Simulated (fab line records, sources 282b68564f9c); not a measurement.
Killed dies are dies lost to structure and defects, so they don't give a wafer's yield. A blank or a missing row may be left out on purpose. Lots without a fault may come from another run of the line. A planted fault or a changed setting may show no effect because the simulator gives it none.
fab line records | flow rit_cmos
record lots=7 wafers=21 last_day=8
route steps=202 shown ACTIVE@8 FOX1@20 M1@202
lots that met no fault: from a run of the same line without faults
start_h: hours from the record's first day to the start of the lot's first wafer shown | wait_h: hours since the lot's step before | " the same as in the row above | L1.1+2: a row that stands for several wafers | - no value, or no start given | * or withheld: withheld | < > ~ a bound
route shown NAME@n: a module of which the file shows steps, and the number in the route of the first | usual: mean/standard deviation of fault-free wafers | same: alike in all rows | chamber/n: place in a boat | sites: the reading at each site | _std_site: their standard deviation | _edge_site: outer sites' mean less inner sites' | radius_mm: how far each site lies from the wafer's centre | mask NAME#n: copy n | behind: the tool/chamber that last shaped the wafer | hold: why the lot was held/for how many hours/how that ended | device: the transistor (n, p or np) that didn't switch | end of line: the same wafers' tests at the end of the route | a step without rows: its recipe alone | killed: dies lost to structure and defects at the first sort, not the wafer's yield | map: a wafer's dies, x killed, . not, _ none there
set.NAME: the setting as run; set.NAME@STEP: as run at that earlier step | model.NAME: the simulator's own value behind a step, which no gauge read
lots at some steps of the route; a table a step, a row a wafer
services: from which hour (start_h, from the record's first day; less than 0 if before it) a tool's chamber was out of use, for how many hours, and why
## steps
# step RIT_ACTIVE_SOFTBAKE_07
# recipe resist=NOVOLAK temp_c=90 time_s=60
# step RIT_ACTIVE_EXPOSE_08
# recipe mask_id=M1 na=0.6 source_shape=conventional sigma_outer=0.6 target_cd_nm=1400 dose_mj=225
# step RIT_ACTIVE_PEB_09
# recipe resist=NOVOLAK temp_c=withheld time_s=withheld
# step RIT_ACTIVE_DEVELOP_10
# recipe resist=NOVOLAK develop_time_s=50 dev_temp_c=23
# step RIT_ACTIVE_CD_MEAS_11
# recipe target_cd_nm=1400
# usual cd_nm=1399.5/2.1
# columns lot.wafer tool chamber start_h wait_h cd_nm
L867.2 cd_sem-01 - 25.03 - 1405.4
L867.3 " - " " 1402.7
L867.4 " - " " 1405.0
L875.1 cd_sem-01 - 65.83 - 1399.5
L875.2 " - " " 1399.4
L875.3 " - " " 1397.9
L877.1 cd_sem-02 - 76.87 - 1399.7
L877.4 " - " " 1400.0
L877.6 " - " " 1400.5
L878.1 cd_sem-01 - 80.23 - 1401.0
L878.3 " - " " 1402.4
L878.6 " - " " 1401.6
L879.1 cd_sem-01 - 84.44 - 1398.0
L879.2 " - " " 1399.6
L879.6 " - " " 1399.6
L883.2 cd_sem-01 - 105.10 - 1401.0
L883.4 " - " " 1402.3
L883.5 " - " " 1401.9
L888.1 cd_sem-01 - 129.49 - 1400.4
L888.3 " - " " 1398.9
L888.4 " - " " 1399.9
# step RIT_ACTIVE_HARDBAKE_12
# recipe resist=NOVOLAK temp_c=140 time_s=60
# step RIT_ACTIVE_ETCH_13
# recipe stop_on=SiO2 chemistry=SF6 target=Si3N4 time_s=210 over_etch_frac=0.4 SF6_flow_sccm=200 pressure_mtorr=260 rf_w=125 target_depth_a=2100
# usual SF6_flow_sccm=200.0/0.59 drypump_motor_current_A=6.0/0.47 oes_product_au=0.824/0.013 throttle_valve_pct=7.51/0.14
# columns lot.wafer tool chamber start_h wait_h SF6_flow_sccm drypump_motor_current_A oes_product_au rf_hours_counter_h throttle_valve_pct
L867.2 rie_diel-03 2 25.28 0.1 200.7 6.0 0.835 72 7.34
L867.3 " 3 " " 199.0 5.5 0.840 20 7.69
L867.4 " 0 " " 199.1 6.5 0.805 24 7.60
L875.1 rie_diel-03 0 66.10 0.1 200.2 6.5 0.807 25 7.59
L875.2 " 2 " " 200.3 6.0 0.845 73 7.34
L875.3 " 1 " " 200.3 6.3 0.846 2 7.59
L877.1 rie_diel-04 1 77.14 0.1 200.2 5.9 0.826 3 7.52
L877.4 " 0 " " 201.7 6.5 0.817 3 7.66
L877.6 " 1 " " 200.1 5.9 0.822 - 7.51
L878.1 rie_diel-03 0 80.55 0.1 200.4 6.6 0.798 25 7.59
L878.3 " 3 " " 199.1 5.5 0.851 21 7.70
L878.6 " 2 " " 200.6 6.0 0.840 - 7.33
L879.1 rie_diel-04 2 84.71 0.1 199.8 5.2 0.818 95 7.26
L879.2 " 0 " " 199.9 6.4 0.816 4 7.65
L879.6 " 3 " " 199.6 6.1 0.816 - 7.41
L883.2 rie_diel-03 1 105.35 0.1 200.5 6.3 0.821 2 7.59
L883.4 " 2 " " 200.0 6.0 0.826 74 7.34
L883.5 " 2 " " 201.3 6.0 0.839 - 7.33
L888.1 rie_diel-03 3 129.76 0.1 200.1 5.5 0.839 22 7.72
L888.3 " 0 " " 199.1 6.6 0.805 26 7.58
L888.4 " 2 " " 200.3 6.0 0.845 74 7.35
# step RIT_ACTIVE_STRIP_14
# recipe chemistry=O2 time_s=180 resist=NOVOLAK platen_temp_c=withheld power_w=500 pressure_mtorr=4000 o2_flow_sccm=4000
# usual drypump_motor_current_A=5.9/0.46
# columns lot.wafer tool chamber start_h wait_h drypump_motor_current_A rf_hours_counter_h
L867.2 plasma_asher-02 0 25.41 0.1 5.7 38
L867.3 " 0 " " 5.6 -
L867.4 " 1 " " 6.6 -
L875.1 plasma_asher-02 0 66.24 0.1 5.7 42
L875.2 " 1 " " 6.5 42
L875.3 " 1 " " 6.5 -
L877.1 plasma_asher-02 0 77.27 0.1 5.7 43
L877.4 " 0 " " 5.7 -
L877.6 " 1 " " 6.5 -
L878.1 plasma_asher-01 1 80.69 0.1 6.4 39
L878.3 " 0 " " 5.4 -
L878.6 " 1 " " 6.4 -
L879.1 plasma_asher-01 0 84.84 0.1 5.5 40
L879.2 " 1 " " 6.4 40
L879.6 " 1 " " 6.4 -
L883.2 plasma_asher-03 1 105.48 0.1 5.4 33
L883.4 " 1 " " 5.5 -
L883.5 " 1 " " 5.5 -
L888.1 plasma_asher-01 0 129.89 0.1 5.4 1
L888.3 " 1 " " 6.4 -
L888.4 " 0 " " 5.4 -
# step RIT_ACTIVE_CD_MEAS_90
# recipe target_cd_nm=1400
# usual cd_nm=1399.5/2.1
# columns lot.wafer tool chamber start_h wait_h cd_nm
L867.2 cd_sem-01 - 25.61 0.1 1405.5
L867.3 " - " " 1402.1
L867.4 " - " " 1405.4
L875.1 cd_sem-02 - 66.41 0.1 1400.0
L875.2 " - " " 1399.4
L875.3 " - " " 1398.2
L877.1 cd_sem-02 - 77.44 0.1 1400.2
L877.4 " - " " 1400.0
L877.6 " - " " 1400.5
L878.1 cd_sem-01 - 80.86 0.1 1400.9
L878.3 " - " " 1402.8
L878.6 " - " " 1401.4
L879.1 cd_sem-02 - 85.02 0.1 1397.7
L879.2 " - " " 1399.7
L879.6 " - " " 1399.4
L883.2 cd_sem-01 - 105.68 0.1 1400.9
L883.4 " - " " 1402.4
L883.5 " - " " 1402.3
L888.1 cd_sem-02 - 130.06 0.1 1399.9
L888.3 " - " " 1398.8
L888.4 " - " " 1399.6
# step RIT_ACTIVE_CLEAN_15
# recipe chemistry=SC1 mix=3:3:50 time_s=600 temp_c=75
# step RIT_ACTIVE_CLEAN_16
# recipe chemistry=dHF dilution=50:1 time_s=30
# step RIT_ACTIVE_CLEAN_17
# recipe chemistry=SC2 mix=3:3:50 time_s=600 temp_c=75 dry=n2_spin
# step RIT_FOX1_OXIDATION_00
# recipe temp_c=1100 ambient=H2O target_thk_a=3507 p_h2o_torr=720 ox_time_s=1130
# usual spike_tc_centre_C=1103.3/2.1 spike_tc_load_C=1129.7/2.1 spike_tc_source_C=1127.3/2.1 tube_center_temp_C=1100/0.098 tube_center_temp_C_max=1102.8/0.43 zone_power_source_pct=41/3.6
# columns lot.wafer tool chamber start_h wait_h spike_tc_centre_C spike_tc_load_C spike_tc_source_C tube_center_temp_C tube_center_temp_C_max zone_power_source_pct model.SiO2_of_FOX1_OXIDATION_00.thk_nm
L867.2 furnace-04 0 26.12 0.0 1103.2 1128.3 1130.6 1100 1102.8 41 350.4
L867.3 " 0 " " 1102.1 1127.7 1129.9 1100 1102.6 41 349.5
L867.4 " 0 " " 1103.8 1126.9 1129.2 1100.1 1103.2 41 351.4
L875.1 furnace-03 0 67.05 0.1 1106.3 1132.6 1127.3 1099.8 1103.5 39 341.8
L875.2 " 0 " " 1106.8 1131.1 1125.3 1100 1102.3 39 345.3
L875.3 " 0 " " 1104.1 1131.4 1126.6 1100.1 1102.4 39 345.4
L877.1 furnace-03 0 79.00 1.1 1140.6 1165.9 1161.2 1135 1137.8 42 393.1
L877.4 " 0 " " 1139.6 1168.7 1161.0 1135 1137.6 41 392.4
L877.6 " 0 " " 1139.9 1167.3 1161.3 1134.8 1137.9 41 401.5
L878.1 furnace-03 0 81.52 0.0 1139.4 1166.0 1161.8 1135.1 1137.9 42 400.4
L878.3 " 0 " " 1140.9 1167.7 1161.2 1134.9 1137.6 41 397.1
L878.6 " 0 " " 1142.4 1165.8 1162.0 1135 1138.0 41 399.6
L879.1 furnace-03 0 87.13 1.6 1140.4 1167.4 1161.6 1134.9 1138.0 42 393.7
L879.2 " 0 " " 1139.7 1167.0 1161.2 1134.9 1137.4 41 394.4
L879.6 " 0 " " 1138.8 1166.6 1158.9 1134.8 1137.4 41 397
L883.2 furnace-01 0 106.93 0.8 1100.3 1128.0 1126.4 1099.8 1103.1 49 336.8
L883.4 " 0 " " 1102.3 1129.3 1127.0 1100 1103.3 49 337.8
L883.5 " 0 " " 1101.4 1130.0 1125.6 1100.1 1102.2 50 333.4
L888.1 furnace-04 0 132.42 1.8 1103.4 1127.5 1129.4 1100 1103.4 41 345.1
L888.3 " 0 " " 1102.8 1129.5 1129.6 1100.1 1103.2 41 347.7
L888.4 " 0 " " 1102.3 1127.5 1129.3 1100 1103.4 41 353
# step RIT_FOX1_THK_MEAS_01
# recipe reads=SiO2_of_FOX1_OXIDATION_00
# usual FOX1_OXIDE_THK=346/6.1
# columns lot.wafer tool chamber start_h wait_h FOX1_OXIDE_THK[nm]
L867.2 film_metro-03 - 27.45 0.0 351
L867.3 " - " " 350
L867.4 " - " " 352
L875.1 film_metro-04 - 68.37 0.0 342
L875.2 " - " " 345
L875.3 " - " " 346
L877.1 film_metro-03 - 80.32 0.0 393
L877.4 " - " " 392
L877.6 " - " " 402
L878.1 film_metro-04 - 82.84 0.0 400
L878.3 " - " " 397
L878.6 " - " " 400
L879.1 film_metro-04 - 88.44 0.0 394
L879.2 " - " " 394
L879.6 " - " " 397
L883.2 film_metro-02 - 108.25 0.0 337
L883.4 " - " " 338
L883.5 " - " " 333
L888.1 film_metro-04 - 133.73 0.0 345
L888.3 " - " " 347
L888.4 " - " " 353
# step RIT_FOX1_WET_ETCH_02
# recipe chemistry=BOE target_depth_nm=350 time_s=390 temp_c=21.5 dry=n2_spin dilution=10:1 target=SiO2
# step RIT_M1_PROBE_99
# usual killed_at_M0_to_M3=0.0/0.12 killed_at_contacts=0.0/0.2 killed_at_front_end=6.8/3 killed_dies=6.9/3 killed_open=3.3/1.9 killed_short=3.6/1.9
# same gross_dies=264 killed_at_M4_up=0 killed_at_back_side=0 killed_at_other=0
# columns lot.wafer tool chamber start_h wait_h killed_at_M0_to_M3 killed_at_contacts killed_at_front_end killed_dies killed_open killed_short
L877.1 prober-02 - 122.34 0.1 0 0 9 9 4 5
L877.4 prober-02 - 122.49 0.2 0 1 5 6 3 3
L877.6 prober-02 - 122.59 0.2 0 0 8 8 5 3
L878.1 prober-01 - 128.27 0.1 0 0 8 8 1 7
L878.3 prober-01 - 128.37 0.2 0 0 4 4 2 2
L878.6 prober-01 - 128.52 0.2 0 1 10 11 4 7
L879.1 prober-02 - 129.77 0.1 0 0 8 8 6 2
L879.2 prober-02 - 129.82 0.1 1 0 4 5 2 3
L879.6 prober-02 - 130.02 0.2 0 0 6 6 3 3
L888.1 prober-02 - 182.08 0.1 0 0 6 6 2 4
L888.3 prober-02 - 182.18 0.2 0 0 7 7 2 5
L888.4 prober-02 - 182.23 0.2 0 0 8 8 6 2
# killed by level:class
L877.1 GATE:geometric_particle:short=2 REOX:geometric_particle:open=2 FOX2:geometric_particle:short=1 GATE:geometric_particle:open=1 REOX:geometric_particle:short=1 SPACER:geometric_particle:open=1 SILICIDE:geometric_particle:short=1
L877.4 GATE:geometric_particle:open=2 FOX1:geometric_particle:open=1 SPACER:geometric_particle:short=1 SILICIDE:geometric_particle:short=1 CONTACT:geometric_particle:short=1
L877.6 SILICIDE:geometric_particle:open=4 SPACER:geometric_particle:short=2 GATE:geometric_particle:open=1 SILICIDE:geometric_particle:short=1
L878.1 REOX:geometric_particle:short=3 GATE:geometric_particle:short=2 FOX1:geometric_particle:open=1 FOX2:geometric_particle:short=1 SPACER:geometric_particle:short=1
L878.3 GATE:geometric_particle:open=2 GATE:geometric_particle:short=1 REOX:geometric_particle:short=1
L878.6 FOX2:geometric_particle:short=3 FOX2:geometric_particle:open=2 GATE:geometric_particle:short=2 GATE:geometric_particle:open=1 REOX:geometric_particle:short=1 SILICIDE:geometric_particle:short=1 CONTACT:geometric_particle:open=1
L879.1 GATE:geometric_particle:open=4 FOX2:geometric_particle:short=1 REOX:geometric_particle:open=1 SPACER:geometric_particle:short=1 SILICIDE:geometric_particle:open=1
L879.2 FOX1:geometric_particle:open=1 FOX2:geometric_particle:short=1 GATE:geometric_particle:short=1 SPACER:geometric_particle:open=1 M1:geometric_particle:short=1
L879.6 FOX1:geometric_particle:open=1 FOX2:geometric_particle:short=1 GATE:geometric_particle:open=1 GATE:geometric_particle:short=1 REOX:geometric_particle:open=1 SPACER:geometric_particle:short=1
L888.1 GATE:geometric_particle:short=2 FOX1:geometric_particle:open=1 FOX1:geometric_particle:short=1 REOX:geometric_particle:short=1 SILICIDE:geometric_particle:open=1
L888.3 GATE:geometric_particle:short=3 GATE:geometric_particle:open=2 SILICIDE:geometric_particle:short=2
L888.4 GATE:geometric_particle:open=2 SILICIDE:geometric_particle:open=2 REOX:geometric_particle:open=1 REOX:geometric_particle:short=1 SPACER:geometric_particle:open=1 SILICIDE:geometric_particle:short=1
## services
# columns tool chamber start_h hours kind
furnace-04 - 2.91 3.8 pm
rie_diel-04 - 5.63 14.6 pm
furnace-01 - 11.55 1.4 repair
rie_diel-03 3 13.76 4.6 repair
plasma_asher-03 - 16.05 4.5 repair
furnace-03 - 43.44 3.8 pm
furnace-01 - 48.56 2.7 pm
plasma_asher-01 - 108.75 9.0 pm
plasma_asher-01 0 108.75 9.0 vent_cycle
plasma_asher-01 1 108.75 9.0 vent_cycle
furnace-03 - 112.27 1.0 pm
plasma_asher-01 0 117.75 - clean
plasma_asher-01 1 117.75 - clean
## key
first_sign step=RIT_FOX1_OXIDATION_00 reading=tube_center_temp_C direction=up sigmas=99+ usual=* struck=*
effect step=RIT_FOX1_OXIDATION_00 reading=tube_center_temp_C_max direction=up sigmas=81 usual=* struck=*
effect step=RIT_FOX1_THK_MEAS_01 reading=FOX1_OXIDE_THK direction=up sigmas=8.3 usual=346 struck=397
model_effect step=RIT_FOX1_OXIDATION_00 value=SiO2_of_FOX1_OXIDATION_00.thk_nm without=342.7 struck=396.6
met_at RIT_FOX1_OXIDATION_00
struck_wafers L877.1,L877.4,L877.6,L878.1,L878.3,L878.6,L879.1,L879.2,L879.6
tester_left_out L877,L878,L879
fault kind=process_parameter_drift tool=furnace-03 chamber=- onset_h=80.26 steps=RIT_FOX1_OXIDATION_00 channel=temp_c offset=* shape=step end_h=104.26 acts_in=* stated=*
# tester_left_out: of these lots the tester's yield and bins aren't shown, on N5 and GAA mostly nor the transistor test; their killed dies are dies lost to structure and defects alone, not to doping, threshold or leakage, so they don't give the yield
